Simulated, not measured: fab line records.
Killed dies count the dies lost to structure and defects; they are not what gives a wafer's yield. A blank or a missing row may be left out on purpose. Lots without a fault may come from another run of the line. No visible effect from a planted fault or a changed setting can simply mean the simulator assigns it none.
8D (eight disciplines) problem report, filled in by code -- flow rit_cmos -- the parts of the form that need people (team, actions taken, sign-off) are left out

1. WHAT IS WRONG
Wafers free of any fault read 2497 (standard deviation 14) for NLDD_TW at RIT_NLDD_TW_MEAS_10, against a mean of 30 on 6 wafers of 2 lots. That is -99 or more standard deviations from the usual mean.
Earliest sighting: wafer L203.3 on film_metro-02 at day 3 23:07. The record has a number at this step for 42 wafers belonging to 14 lots. By rule, "out" or "out of limits" means more than 4 standard deviations away from the usual mean. All remaining wafers that have a number are taken as sound.

2. WHAT IT IS, WHAT IT ISN'T
question,is,is not
which readings at this step,NLDD_TW,-
which lots,"L203, L204","L197, L198, L199, L201, L202, L212, L213, L216, L217, L218, L219, L220"
which wafers of those lots,all that have a number,-
read on which gauges,film_metro-02,"film_metro-01, film_metro-04"
when,from day 3 23:07,"up to then (15 sound wafers); but 21 sound wafers of L212, L213, L216, L217, L218, L219, L220 came after"

3. THE SUSPECTS, EACH WITH WHAT RULES IT OUT
Counting: any tool at a process step up to the reading is kept as a suspect provided that every lot that is out went through it and no sound lot did after the first of them.
- the gauge at RIT_NLDD_TW_MEAS_10: kept. All the wafers that are out were read on film_metro-02, and no step on other tools shows them out.
- litho_track-04 at RIT_NLDD_DEVELOP_05 (develop time 50 s): ruled out as a lasting fault. After its first lot that is out, L203 (day 3 22:00), sound lots L216, L218, L220 ran on it.
Left after counting: film_metro-02 at RIT_NLDD_TW_MEAS_10.

4. THE CAUSE (what the simulator had put in)
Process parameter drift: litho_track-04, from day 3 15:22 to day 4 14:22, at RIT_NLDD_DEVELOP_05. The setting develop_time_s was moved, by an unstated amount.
The count ruled it out by mistake, since the rule takes a fault to strike every lot its tool runs from the start of the fault on, and this one did not do so.

5. THE EFFECT CHAIN, in route order
One row per reading whose mean, taken over the struck wafers that have a number, lies over 3 standard deviations from the usual. Only readings for which the record gives a usual standard deviation are gone through. hours: the time from each lot's start at the first step in this table that gives one to its start at this step, as a median over the lots. sigmas: the change in usual standard deviations.
hours,step,reading,usual,on struck wafers,change,sigmas
0,RIT_NLDD_TW_MEAS_10,NLDD_TW,2497,30,-2467,-99 or more

6. HOW IT WOULD HAVE BEEN CAUGHT EARLIER
Counted from the fault's start at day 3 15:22, it took 8 hours until the first out-of-limits reading at a measuring or inspecting step in this record, taken at day 3 23:07.
